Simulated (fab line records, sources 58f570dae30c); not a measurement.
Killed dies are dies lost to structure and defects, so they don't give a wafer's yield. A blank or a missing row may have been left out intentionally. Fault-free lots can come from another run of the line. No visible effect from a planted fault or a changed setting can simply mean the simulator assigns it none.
Which tool did it? | flow berkeleyCmos170 | 11 lots with 33 wafers sampled at 4 steps, on a route of 331 steps

## WHAT THE GAUGES READ, wafer by wafer
UCB170_NWELL_OVL_MEAS_12. Usual: NWELL_OVL gives 2 nm (standard deviation 4.4).
lot  | measured    | on         | NWELL_OVL (nm) | flag
L239 | day 2 05:18 | overlay-01 | 8 -3 0         | 
L240 | day 2 12:18 | overlay-02 | -6 -1 0        | 
L241 | day 2 19:25 | overlay-02 | 5 8 -1         | 
L243 | day 3 00:17 | overlay-02 | -1 -4 5        | 
L242 | day 3 00:32 | overlay-01 | 6 -5 -2        | 
L244 | day 3 08:41 | overlay-01 | 4 -2 3         | 
L245 | day 3 13:17 | overlay-02 | 8 1 8          | 
L246 | day 3 17:58 | overlay-01 | 4 4 4          | 
L256 | day 5 19:02 | overlay-02 | 4 6 6          | 
L257 | day 5 23:29 | overlay-02 | 0 -3 -8        | 
L261 | day 7 00:32 | overlay-02 | 3 5 7          | 

UCB170_ACTIVE_THK_MEAS_03. Usual: ACTIVE_OXIDE_THK gives 26.6 nm (standard deviation 0.6).
lot  | measured    | on           | ACTIVE_OXIDE_THK (nm) | flag
L239 | day 4 08:53 | filmMetro-03 | 26.3 26.8 26.2        | 
L240 | day 4 08:53 | filmMetro-02 | 26.2 26.0 26.5        | 
L241 | day 4 15:56 | filmMetro-02 | 26.2 26.0 25.5        | 
L243 | day 4 15:56 | filmMetro-01 | 25.0 24.9 24.9        | 
L242 | day 4 15:56 | filmMetro-03 | 25.4 25.7 25.9        | 
L244 | day 5 00:44 | filmMetro-02 | 25.8 26.4 26.0        | 
L245 | day 5 00:43 | filmMetro-03 | 26.3 26.8 26.3        | 
L246 | day 5 11:10 | filmMetro-03 | 26.1 26.0 26.0        | 
L256 | day 7 08:40 | filmMetro-02 | 30.5 29.7 30.4        | OFF
L257 | day 7 14:22 | filmMetro-02 | 30.4 30.0 30.1        | OFF
L261 | day 8 19:34 | filmMetro-01 | 27.4 27.3 27.2        | 

UCB170_FIELD_THK_MEAS_90. Usual: FIELD_OXIDE_LEFT_1_THK gives 444 nm (standard deviation 15).
lot  | measured    | on           | FIELD_OXIDE_LEFT_1_THK (nm) | flag
L239 | day 5 11:31 | filmMetro-04 | 457 449 452                 | 
L240 | day 5 11:31 | filmMetro-01 | 437 435 436                 | 
L241 | day 5 14:11 | filmMetro-01 | 420 429 425                 | 
L243 | day 5 14:11 | filmMetro-02 | 435 429 437                 | 
L242 | day 5 14:14 | filmMetro-01 | 438 432 435                 | 
L244 | day 5 20:58 | filmMetro-04 | 429 418 430                 | 
L245 | day 5 20:56 | filmMetro-01 | 428 436 440                 | 
L246 | day 6 11:16 | filmMetro-04 | 431 433 430                 | 
L256 | day 8 06:58 | filmMetro-02 | 431 438 435                 | 
L257 | day 8 11:58 | filmMetro-01 | 429 438 433                 | 
L261 | day 9 18:23 | filmMetro-04 | 440 440 438                 | 

## EACH LOT AND THE TOOL THAT RAN IT (in order: tool; ch and the chambers of the sampled wafers; start)
lot  | UCB170_ZERO_ETCH_06
L239 | rieDiel-04 ch 0,2,3, day 1 17:39
L240 | rieDiel-01 ch 0,2,3, day 2 00:30
L241 | rieDiel-02 ch 1,2, day 2 04:28
L243 | rieDiel-01 ch 0,2, day 2 11:46
L242 | rieDiel-02 ch 0,1,2, day 2 12:03
L244 | rieDiel-02 ch 0,3, day 2 21:50
L245 | rieDiel-04 ch 0,1,2, day 3 01:51
L246 | rieDiel-02 ch 1,2,3, day 3 05:09
L256 | rieDiel-04 ch 0,1,2, day 5 08:53
L257 | rieDiel-01 ch 0,3, day 5 11:59
L261 | rieDiel-02 ch 0,2, day 6 12:58
- UCB170_ZERO_ETCH_06: etches SiO2 in CHF3/CF4/Ar, time 12 s.

## WHAT THE TOOLS THEMSELVES READ (means of the sampled wafers that have a number; where no wafer has one, the mark that the record gives instead)
UCB170_ZERO_ETCH_06. Usual: drypumpMotorCurrentA 6.0 A, standard deviation 0.43; oesProductAu 0.621 a.u., standard deviation 0.0092; throttleValvePct 9.19 %, standard deviation 0.12.
lot  | tool       | drypumpMotorCurrentA (A) | oesProductAu (a.u.) | throttleValvePct (%) | flag
L239 | rieDiel-04 | 6.2                      | 0.630               | 9.14                 | 
L240 | rieDiel-01 | 5.8                      | 0.619               | 9.23                 | 
L241 | rieDiel-02 | 5.5                      | 0.615               | 9.37                 | 
L243 | rieDiel-01 | 5.6                      | 0.623               | 9.19                 | 
L242 | rieDiel-02 | 5.6                      | 0.620               | 9.24                 | 
L244 | rieDiel-02 | 5.9                      | 0.626               | 9.12                 | 
L245 | rieDiel-04 | 6.1                      | 0.624               | 9.18                 | 
L246 | rieDiel-02 | 5.8                      | 0.625               | 9.21                 | 
L256 | rieDiel-04 | 6.1                      | 0.620               | 9.17                 | 
L257 | rieDiel-01 | 6.0                      | 0.618               | 9.26                 | 
L261 | rieDiel-02 | 5.6                      | 0.614               | 9.42                 | 

## THE ANSWER, worked out from the rows above alone
Rule: take the mean of a lot's wafers that have a number; if it is more than 3 standard deviations from the usual mean, the lot is off. A lot without any number at a reading at which 4 lots or more have one is off too. Any other lot the step has rows for is counted as sound. After the gauges, taken in route order, come the tools' own readings; for these a lot's mean is taken, as printed above. At the first step where some lot is off, the reading lying furthest off is the one used; lots without a number count as furthest.
Off: L256, L257, at UCB170_ACTIVE_THK_MEAS_03 (ACTIVE_OXIDE_THK).
A tool fits if, at a process step before that reading, it ran every lot that is off, and no sound lot after the first of them. The gauges at UCB170_ACTIVE_THK_MEAS_03 are tried like those tools. One fits: filmMetro-02 at UCB170_ACTIVE_THK_MEAS_03. Its last sound lot is L244 (day 5 00:44), its first lot that is off L256 (day 7 08:40): a fault that began between those two fits.

## WHAT THE SIMULATOR PUT IN
Metrology matching offset: filmMetro-02, from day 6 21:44 on, at UCB170_ACTIVE_THK_MEAS_03. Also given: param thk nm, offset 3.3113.
Struck lots among those shown: L256, L257. Same finding as the rule above.
